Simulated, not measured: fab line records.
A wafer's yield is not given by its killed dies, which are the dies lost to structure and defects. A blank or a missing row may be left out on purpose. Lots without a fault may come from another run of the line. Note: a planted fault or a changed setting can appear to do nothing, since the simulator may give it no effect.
Problem report, 8D (eight disciplines) form, completed by code :: flow ritCmos :: the parts of the form that need people (team, actions taken, sign-off) are left out

## 1. WHAT WENT WRONG
Wafers without a fault read 3999 sccm, standard deviation 12; o2FlowSccm at RIT_PWELL_STRIP_09 reads a mean of 6005 sccm on 5 wafers belonging to 3 lots. So: +99 or more standard deviations from the usual mean.
The step: strips in O2, time 180 s.
First observed at day 4 10:35: wafer L652.2, on plasmaAsher-02. The record holds 45 wafers of 15 lots with a number at this step. Rule for "out" (also "out of limits"): further than 4 standard deviations from the usual mean. Any other wafer with a number is counted as sound.

## 2. WHAT THIS IS AND IS NOT
question: which readings at this step
is: o2FlowSccm
is not: drypumpMotorCurrentA

question: which lots
is: L652, L653, L654
is not: L641, L642, L643, L644, L645, L646, L647, L648, L649, L650, L655, L660

question: which wafers of those lots
is: L652.2, L653.1, L653.6, L654.2, L654.5
is not: L652.3, L652.6, L653.3, L654.4

question: read on which tools
is: plasmaAsher-02
is not: plasmaAsher-01, plasmaAsher-03

question: when
is: from day 4 10:35
is not: up to then (32 sound wafers); but 8 sound wafers of L653, L654, L655, L660 came after

## 3. SUSPECTS, AND WHAT RULES EACH OUT
Counting: any tool at a process step up to the reading remains a suspect provided it ran every lot that is out. Sound lots after the first of them don't rule it out here, since some wafers of a struck lot are sound.
- plasmaAsher-02 at RIT_PWELL_STRIP_09 (strips in O2, time 180 s): kept. It processed each lot that is out (first: L652, day 4 10:35); up to then, its last sound lot is L649 (day 3 19:45). Its own o2FlowSccm readings are out on those wafers.
- At RIT_PWELL_STRIP_09 on plasmaAsher-02, chamber 0 took the sound wafers of the same lots and chamber 1 took the wafers that are out.
Remaining after the count: plasmaAsher-02 at RIT_PWELL_STRIP_09.

## 4. THE CAUSE (what the simulator had put in)
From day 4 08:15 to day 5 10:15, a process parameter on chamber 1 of plasmaAsher-02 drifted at RIT_PWELL_STRIP_09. Setting o2FlowSccm, moved by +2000, from 4000. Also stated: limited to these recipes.
Only this tool survived the counting.

## 5. THE EFFECT CHAIN, in route order
Each row: a reading where the mean over the struck wafers with a number is more than 3 standard deviations away from the usual. Only readings whose record carries a usual standard deviation are examined. hours: median over the lots of the time between each lot's start at the first step of this table that gives one and its start at this step. sigmas: the change, counted in usual standard deviations.
hours: 0
step: RIT_PWELL_STRIP_09
reading: o2FlowSccm
usual: 3999 sccm
on struck wafers: 6005
change: +2006
sigmas: +99 or more
The process steps in it:
- RIT_PWELL_STRIP_09: strips in O2, time 180 s.

## 6. HOW IT WOULD HAVE BEEN CAUGHT EARLIER
The fault began at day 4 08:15; the first out-of-limits reading in this record came at day 4 10:35, 2 hours later.
